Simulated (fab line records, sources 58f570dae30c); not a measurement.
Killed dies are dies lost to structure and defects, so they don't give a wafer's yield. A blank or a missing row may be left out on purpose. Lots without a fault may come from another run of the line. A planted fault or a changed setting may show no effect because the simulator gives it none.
fab line records | flow berkeley_cmos170
record lots=7 wafers=21 last_day=14
route steps=331 shown M2@290 V2@292
lots that met no fault: from a run of the same line without faults
start_h: hours from the record's first day to the start of the lot's first wafer shown | wait_h: hours since the lot's step before | " the same as in the row above | L1.1+2: a row that stands for several wafers | - no value, or no start given | * or withheld: withheld | < > ~ a bound
route shown NAME@n: a module of which the file shows steps, and the number in the route of the first | usual: mean/standard deviation of fault-free wafers | same: alike in all rows | chamber/n: place in a boat | sites: the reading at each site | _std_site: their standard deviation | _edge_site: outer sites' mean less inner sites' | radius_mm: how far each site lies from the wafer's centre | mask NAME#n: copy n | behind: the tool/chamber that last shaped the wafer | hold: why the lot was held/for how many hours/how that ended | device: the transistor (n, p or np) that didn't switch | end of line: the same wafers' tests at the end of the route | a step without rows: its recipe alone | killed: dies lost to structure and defects at the first sort, not the wafer's yield | map: a wafer's dies, x killed, . not, _ none there
set.NAME: the setting as run; set.NAME@STEP: as run at that earlier step | model.NAME: the simulator's own value behind a step, which no gauge read
lots at some steps of the route; a table a step, a row a wafer
services: from which hour (start_h, from the record's first day; less than 0 if before it) a tool's chamber was out of use, for how many hours, and why
## steps
# step UCB170_M2_STRIP_19
# recipe chemistry=O2 power_w=400 pressure_mtorr=3500 platen_temp_c=withheld o2_flow_sccm=400 overash_fraction=0.5
# usual drypump_motor_current_A=5.67/0.19 oes_product_au=0.556/0.03
# columns lot.wafer tool chamber start_h wait_h drypump_motor_current_A oes_product_au rf_hours_counter_h
L780.3 plasma_asher-02 1 229.28 0.1 5.63 0.598 -
L780.4 " 0 " " 5.91 0.593 -
L780.6 " 0 " " 5.93 0.602 -
L783.1 plasma_asher-04 1 245.44 0.1 5.48 0.533 53
L783.3 " 1 " " 5.48 0.533 -
L783.6 " 1 " " 5.48 0.521 -
L782.1 plasma_asher-02 0 245.59 0.1 5.94 0.587 48
L782.2 " 1 " " 5.64 0.599 48
L782.3 " 0 " " 5.93 0.603 -
L786.1 plasma_asher-02 1 265.94 0.1 5.64 0.588 50
L786.4 " 1 " " 5.66 0.598 -
L786.6 " 1 " " 5.65 0.605 -
L791.4 plasma_asher-02 0 295.02 0.1 5.93 0.526 -
L791.5 " 0 " " 5.93 0.542 -
L791.6 " 1 " " 5.65 0.529 -
L794.1 plasma_asher-02 1 323.71 0.1 5.65 0.524 58
L794.2 " 0 " " 5.93 0.557 58
L794.4 " 0 " " 5.94 0.548 -
L797.1 plasma_asher-02 1 335.52 0.1 5.64 0.596 59
L797.3 " 1 " " 5.65 0.601 -
L797.5 " 1 " " 5.64 0.588 -
# step UCB170_M2_CD_MEAS_90
# recipe target_cd_nm=700
# usual cd_nm=703/5
# columns lot.wafer tool chamber start_h wait_h cd_nm
L780.3 cd_sem-01 - 229.39 0.1 707
L780.4 " - " " 711
L780.6 " - " " 704
L783.1 cd_sem-01 - 245.54 0.1 700
L783.3 " - " " 697
L783.6 " - " " 699
L782.1 cd_sem-01 - 245.69 0.1 705
L782.2 " - " " 711
L782.3 " - " " 713
L786.1 cd_sem-02 - 266.04 0.1 707
L786.4 " - " " 702
L786.6 " - " " 703
L791.4 cd_sem-02 - 295.15 0.1 703
L791.5 " - " " 703
L791.6 " - " " 702
L794.1 cd_sem-02 - 323.81 0.1 700
L794.2 " - " " 703
L794.4 " - " " 702
L797.1 cd_sem-01 - 335.62 0.1 704
L797.3 " - " " 707
L797.5 " - " " 700
# step UCB170_V2_CVD_00
# recipe material=SiO2 target_thk_nm=2000 temp_c=390 precursor=TEOS/O2 time_s=250 rf_w=550 pressure_mtorr=9000
# usual heater_power_w=237/57 rf_fwd_power_W=548.7/1.8
# same time_s=250
# columns lot.wafer tool chamber start_h wait_h heater_power_w rf_fwd_power_W
L780.3 pecvd-02 2 229.47 0.1 229 548.9
L780.4 " 1 " " 169 550.7
L780.6 " 2 " " 184 549.8
L783.1 pecvd-04 0 245.66 0.1 272 547.4
L783.3 " 2 " " 303 547.4
L783.6 " 1 " " 238 546.9
L782.1 pecvd-02 1 245.81 0.1 214 550.4
L782.2 " 0 " " 179 550.3
L782.3 " 2 " " 189 550.9
L786.1 pecvd-03 1 266.16 0.1 202 548.8
L786.4 " 2 " " 334 554.6
L786.6 " 1 " " 243 549.9
L791.4 pecvd-03 1 295.28 0.1 246 548.2
L791.5 " 2 " " 256 546.9
L791.6 " 0 " " 228 548.2
L794.1 pecvd-04 2 323.93 0.1 301 547.5
L794.2 " 0 " " 254 550.8
L794.4 " 1 " " 331 549.4
L797.1 pecvd-04 2 335.74 0.1 245 549.2
L797.3 " 1 " " 264 546.8
L797.5 " 2 " " 304 546.9
# step UCB170_V2_THK_MEAS_01
# recipe reads=SiO2_of_V2_CVD_00
# usual V2_TEOS_THK=1984/31
# columns lot.wafer tool chamber start_h wait_h V2_TEOS_THK[nm]
L780.3 film_metro-03 - 229.64 0.1 1925
L780.4 " - " " 1989
L780.6 " - " " 1942
L783.1 film_metro-04 - 245.82 0.1 1979
L783.3 " - " " 2018
L783.6 " - " " 2008
L782.1 film_metro-03 - 245.96 0.1 1965
L782.2 " - " " 1943
L782.3 " - " " 1949
L786.1 film_metro-03 - 266.31 0.1 1976
L786.4 " - " " 1964
L786.6 " - " " 1992
L791.4 film_metro-03 - 295.39 0.0 1982
L791.5 " - " " 1991
L791.6 " - " " 2013
L794.1 film_metro-04 - 324.09 0.1 1985
L794.2 " - " " 1979
L794.4 " - " " 2009
L797.1 film_metro-02 - 335.89 0.1 2022
L797.3 " - " " 1994
L797.5 " - " " 2034
# step UCB170_V2_CMP_02
# recipe material=SiO2 down_force_psi=6 platen_rpm=60 pad_velocity_m_s=0.75398
# usual motor_current_A=15.4/1.5
# columns lot.wafer tool chamber start_h wait_h motor_current_A
L780.4 cmp-02 1 229.73 0.1 13.2
L780.3 " 3 " " 14.9
L780.6 " 1 " " 12.6
L783.3 cmp-02 3 245.88 0.0 16.2
L783.1 " 1 " " 12.8
L783.6 " 0 " " 15.2
L782.3 cmp-02 1 246.23 0.2 14.2
L782.2 " 2 " " 16.8
L782.1 " 3 " " 15.9
L786.1 cmp-01 3 266.37 0.1 18.1
L786.4 " 0 " " 13.3
L786.6 " 0 " " 13.3
L791.4 cmp-02 0 295.47 0.1 15.0
L791.5 " 3 " " 15.4
L791.6 " 0 " " 13.9
L794.4 cmp-02 1 324.15 0.0 13.4
L794.2 " 2 " " 16.1
L794.1 " 3 " " 15.3
L797.1 cmp-02 2 336.00 0.1 15.8
L797.3 " 3 " " 15.3
L797.5 " 1 " " 13.6
# step UCB170_V2_BOW_MEAS_03
# recipe mode=bow
# usual V2_BOW=38/7.3
# columns lot.wafer tool chamber start_h wait_h V2_BOW[um]
L780.3 film_metro-02 - 230.02 0.1 35
L780.4 " - " " 42
L780.6 " - " " 45
L783.1 film_metro-04 - 246.18 0.1 38
L783.3 " - " " 42
L783.6 " - " " 42
L782.1 film_metro-03 - 246.51 0.1 36
L782.2 " - " " 38
L782.3 " - " " 25
L786.1 film_metro-03 - 266.67 0.2 40
L786.4 " - " " 35
L786.6 " - " " 38
L791.4 film_metro-02 - 295.78 0.3 33
L791.5 " - " " 29
L791.6 " - " " 33
L794.1 film_metro-02 - 324.45 0.1 38
L794.2 " - " " 36
L794.4 " - " " 44
L797.1 film_metro-04 - 336.25 0.2 43
L797.3 " - " " 35
L797.5 " - " " 42
# step UCB170_V2_THK_MEAS_04
# recipe reads=SiO2_of_V2_CVD_00
# usual V2_POLISHED_THK=1000.2/1.6
# columns lot.wafer tool chamber start_h wait_h V2_POLISHED_THK[nm]
L780.3 film_metro-02 - 230.12 0.1 1001.2
L780.4 " - " " 1000.3
L780.6 " - " " 1000.6
L783.1 film_metro-04 - 246.30 0.1 1001.8
L783.3 " - " " 1001.2
L783.6 " - " " 999.5
L782.1 film_metro-03 - 246.63 0.1 1001.5
L782.2 " - " " 1002.6
L782.3 " - " " 1002.2
L786.1 film_metro-03 - 266.79 0.1 1000.0
L786.4 " - " " 996.3
L786.6 " - " " 997.1
L791.4 film_metro-02 - 295.87 0.1 1000.2
L791.5 " - " " 999.3
L791.6 " - " " 998.6
L794.1 film_metro-02 - 324.57 0.1 1001.4
L794.2 " - " " 1000.5
L794.4 " - " " 1001.5
L797.1 film_metro-04 - 336.37 0.1 1001.5
L797.3 " - " " 1000.9
L797.5 " - " " 1003.0
# step UCB170_V2_CLEAN_05
# recipe chemistry=DIW
# step UCB170_V2_HMDS_06
# recipe prime_time_s=60 prime_temp_c=100
# step UCB170_V2_COAT_07
# recipe resist=KrF spin_rpm=1500 resist_thk_nm=900
# step UCB170_V2_SOFTBAKE_08
# recipe resist=KrF temp_c=130 time_s=60
# step UCB170_V2_EXPOSE_09
# recipe mask_id=VIA2 target_cd_nm=700 na=0.5 sigma_outer=0.6 source_shape=conventional dose_mj=37
# step UCB170_V2_PEB_10
# recipe peb_temp_c=130 peb_time_s=withheld resist=KrF
# usual chill_plate_temp_C=23.02/0.12 exhaust_pa=44.9/0.93
# columns lot.wafer tool chamber start_h wait_h chill_plate_temp_C exhaust_pa
L780.3 litho_track-02 0 231.66 0.8 23.10 43.9
L780.4 " 0 " " 23.27 44.7
L780.6 " 0 " " 23.31 43.3
L783.1 litho_track-03 - 247.12 0.1 - -
L783.3 " - " " - -
L783.6 " - " " - -
L782.1 litho_track-04 - 247.81 0.1 - -
L782.2 " - " " - -
L782.3 " - " " - -
L786.1 litho_track-04 - 269.81 0.4 - -
L786.4 " - " " - -
L786.6 " - " " - -
L791.4 litho_track-04 0 296.84 0.1 23.15 44.9
L791.5 " 0 " " 23.05 44.7
L791.6 " 0 " " 23.04 44.8
L794.1 litho_track-03 0 326.86 0.6 23.10 44.8
L794.2 " 0 " " 23.04 45.2
L794.4 " 0 " " 23.00 45.6
L797.1 litho_track-02 0 340 - 22.89 44.2
L797.3 " 0 " " 22.92 43.9
L797.5 " 0 " " 22.93 45.2
# step UCB170_V2_DEVELOP_11
# recipe developer=TMAH develop_time_s=45 resist=KrF dev_temp_c=21
## services
# columns tool chamber start_h hours kind
plasma_asher-02 - 231.04 4.2 repair
cmp-01 - 232.00 4.0 pm
cmp-01 - 236.00 - consumable_replace:conditioner
cmp-01 - 236.00 - consumable_replace:pad
pecvd-03 - 242.50 14.0 pm
pecvd-03 0 242.50 14.0 vent_cycle
pecvd-03 1 242.50 14.0 vent_cycle
pecvd-03 2 242.50 14.0 vent_cycle
cmp-01 - 244.47 11.8 repair
pecvd-03 - 247.20 0.6 repair
pecvd-02 - 249.84 2.4 repair
pecvd-03 0 256.50 - clean
pecvd-03 1 256.50 - clean
pecvd-03 2 256.50 - clean
pecvd-04 - 264.60 1.9 repair
pecvd-04 2 280.70 5.8 repair
pecvd-02 2 286.25 15.7 repair
pecvd-03 - 290.75 1.9 repair
cmp-01 - 291.98 17.0 pm
pecvd-02 2 305.80 4.1 repair
## key
first_sign step=UCB170_V2_PEB_10 reading=tool_record direction=missing
effect none on later readings
met_at UCB170_V2_PEB_10
struck_wafers L782.1,L782.2,L782.3,L783.1,L783.3,L783.6,L786.1,L786.4,L786.6
later_rows_left_out L782.1,L782.2,L782.3,L783.1,L783.3,L783.6,L786.1,L786.4,L786.6
sort_left_out L782.1,L782.2,L782.3,L783.1,L783.3,L783.6,L786.1,L786.4,L786.6
fault kind=skipped_step_whole tool=litho_track-03,litho_track-04 chamber=- onset_h=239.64 steps=UCB170_V2_PEB_10 scope=struck_lots_only
# sort_left_out: the simulated sort isn't trusted on such a fault, so these wafers' sort isn't shown, and their yield isn't known
# later_rows_left_out: the simulator's readings of these wafers behind a module that went badly wrong aren't trusted and aren't shown, but for the sort
